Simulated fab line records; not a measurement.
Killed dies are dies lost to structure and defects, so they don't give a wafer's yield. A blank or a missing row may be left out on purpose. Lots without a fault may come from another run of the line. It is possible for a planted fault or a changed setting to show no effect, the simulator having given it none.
Problem report in the 8D (eight disciplines) form, filled by code ; flow ritCmos ; the parts of the form that need people (team, actions taken, sign-off) are left out

1. THE ISSUE
Mean of spinSpeedRpm at RIT_CONTACT_COAT_03: 3326.8 rpm across 6 wafers in 2 lots; on wafers with no fault it is 3250.2 rpm (standard deviation 2.3). That puts it +33 standard deviations away from the usual mean.
The step: resist thk 1000 nm.
Earliest sighting: wafer L991.1 on lithoTrack-03 at day 6 22:01. The record holds 18 wafers of 6 lots with a number at this step. Rule for "out" (also "out of limits"): further than 4 standard deviations from the usual mean. Any other wafer with a number is counted as sound.

2. WHAT IT IS, AND WHAT IT ISN'T
question;is;is not
which readings at this step;spinSpeedRpm;-
which lots;L991, L994;L975, L984, L992, L995
which wafers of those lots;all that have a number;-
read on which tools;lithoTrack-03;lithoTrack-02
when;from day 6 22:01;"up to then (6 sound wafers); but 6 sound wafers of L992, L995 came after"

3. WHAT RULES OUT EACH SUSPECT
Counting: a tool at any process step up to the reading remains a suspect when it ran all the lots that are out and ran no sound lot after the first of those.
- pecvd-02 at RIT_CONTACT_CVD_00 (deposits SiO2 from TEOS, target thk 400 nm, time 58.18 s): kept. It ran every lot that is out, first L991 (day 6 21:45), and no sound lot after that.
- lithoTrack-03 at RIT_CONTACT_COAT_03 (resist thk 1000 nm): kept. It ran every lot that is out, first L991 (day 6 22:01), and no sound lot after that; its last sound lot up to then is L984 (day 5 12:59). Out on those wafers are its own readings of spinSpeedRpm.
After counting, pecvd-02 at RIT_CONTACT_CVD_00 and lithoTrack-03 at RIT_CONTACT_COAT_03 remain.

4. THE CAUSE (what the simulator had put in)
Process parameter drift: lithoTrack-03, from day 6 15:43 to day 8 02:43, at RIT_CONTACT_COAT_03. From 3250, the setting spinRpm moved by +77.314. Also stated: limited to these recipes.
This tool is one of the 2 suspects left after counting.

5. SEQUENCE OF EFFECTS, ordered by route
Each row: a reading whose mean over the struck wafers that have a number lies more than 3 standard deviations from the usual. Scope: only readings with a usual standard deviation given in the record; hours: median across lots of the time from each lot's start at the first step in this table that gives one to its start at this step; sigmas: change in usual standard deviations.
hours;step;reading;usual;on struck wafers;change;sigmas
0;RIT_CONTACT_COAT_03;spinSpeedRpm;3250.2 rpm;3326.8;+76.6;+33
Process steps it contains:
- RIT_CONTACT_COAT_03: resist thk 1000 nm.
Later measuring or inspecting steps at which every struck wafer that the step has a row for has a number for every such reading, and none has moved that far: RIT_CONTACT_CD_MEAS_08, RIT_CONTACT_OVL_MEAS_09.

6. WHAT WOULD HAVE CAUGHT IT SOONER
First out-of-limits reading in this record: day 6 22:01, which is 6 hours after fault onset at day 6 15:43.
